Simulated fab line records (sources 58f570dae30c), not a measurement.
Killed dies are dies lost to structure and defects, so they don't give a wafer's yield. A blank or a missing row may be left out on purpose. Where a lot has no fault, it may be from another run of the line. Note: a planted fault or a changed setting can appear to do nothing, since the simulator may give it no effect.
Which of the tools did it?    flow berkeley-cmos170    Sampling: 14 lots, 42 wafers, 3 of 331 route steps

WHAT THE GAUGES READ, wafer by wafer
UCB170_NSD_TW_MEAS_10.
lot   measured      on             NSD_TW
L132  day 6 14:00   film-metro-01  4136 4099 4114
L133  day 6 17:22   film-metro-04  4227 4226 4218
L134  day 6 17:46   film-metro-01  4129 4121 4136
L136  day 7 14:07   film-metro-03  4182 4152 4177
L138  day 8 01:03   film-metro-04  4179 4183 4165
L145  day 9 07:58   film-metro-01  4114 4114 4126
L144  day 9 08:14   film-metro-04  4200 4237 4195
L146  day 9 18:47   film-metro-04  4191 4208 4215
L147  day 9 19:05   film-metro-01  4105 4071 4084
L149  day 10 10:16  film-metro-04  4192 4216 4220
L148  day 10 10:31  film-metro-01  4123 4114 4121
L151  day 10 11:31  film-metro-01  4114 4101 4104
L153  day 11 15:13  film-metro-01  4102 4095 4111
L155  day 11 15:20  film-metro-04  4212 4208 4209

UCB170_SDANNEAL_RS_MEAS_03: the measuring method here is four-point-probe.
lot   measured      on             NSD_RS (ohm/sq)
L132  day 6 15:12   film-metro-04  37.27 37.26 37.27
L133  day 6 18:37   film-metro-04  37.22 37.20 37.18
L134  day 6 19:08   film-metro-03  37.06 37.20 37.22
L136  day 7 15:45   film-metro-03  37.09 37.11 37.15
L138  day 8 02:16   film-metro-04  37.38 37.35 37.35
L145  day 9 09:31   film-metro-01  37.23 37.33 37.24
L144  day 9 10:02   film-metro-01  37.12 37.08 37.12
L146  day 9 20:14   film-metro-01  37.14 37.14 37.16
L147  day 9 20:25   film-metro-03  37.19 37.34 37.23
L149  day 10 12:08  film-metro-04  37.27 37.17 37.23
L148  day 10 12:16  film-metro-01  37.29 37.26 37.26
L151  day 10 13:09  film-metro-04  37.27 37.31 37.37
L153  day 11 16:40  film-metro-03  37.30 37.26 37.36
L155  day 11 16:54  film-metro-04  37.43 37.33 37.35

UCB170_CONTACT_OVL_MEAS_16.
lot   measured      on          CONTACT_OVL (nm)
L132  day 6 19:52   overlay-02  2 -1 1
L133  day 7 02:05   overlay-02  -3 2 9
L134  day 7 02:01   overlay-01  -4 3 6
L136  day 7 21:31   overlay-02  4 5 9
L138  day 8 09:04   overlay-01  -2 -8 -8
L145  day 9 14:05   overlay-02  17 13 8
L144  day 9 17:25   overlay-01  5 7 0
L146  day 10 01:07  overlay-01  -3 1 -3
L147  day 10 01:13  overlay-02  5 1 -6
L149  day 10 16:42  overlay-01  10 8 10
L148  day 10 17:20  overlay-01  -4 -7 -4
L151  day 10 19:21  overlay-02  21 21 15
L153  day 11 22:42  overlay-01  2 -4 1
L155  day 11 22:49  overlay-02  8 8 7

WHICH TOOL RAN EACH LOT (tool, then ch and the chambers of the sampled wafers, then the start)
The record shows no process step preceding these readings.

AS READ BY THE TOOLS THEMSELVES (means over the sampled wafers that have a number; for cases with no such wafer, the mark the record gives instead)
The record holds no such reading with a usual standard deviation.

THE ANSWER, worked out from the rows above alone
Rule: what is usual is taken from the lots themselves. The widest of any qualifying gaps counts: lots, ordered by their means at a reading, are off when they make up no more than a third of the lots, leave a main group of 4 or more, and stand apart from it by 3 or more times the standard deviation of that group's means. The tables above print the reading to a certain number of digits; a main group whose means all agree to those digits is not used. Also off: a lot with no number at a reading for which 4 or more lots have one. Any other lot the step has rows for is counted as sound. The gauges are gone through in route order, then the tools' own readings, and for those a lot's mean is taken as printed above. At the first step where some lot is off, the reading lying furthest off is the one used; lots without a number count as furthest.
Nothing can be told from this: no lot is off at any reading shown.

WHAT THE SIMULATOR HAD INSERTED
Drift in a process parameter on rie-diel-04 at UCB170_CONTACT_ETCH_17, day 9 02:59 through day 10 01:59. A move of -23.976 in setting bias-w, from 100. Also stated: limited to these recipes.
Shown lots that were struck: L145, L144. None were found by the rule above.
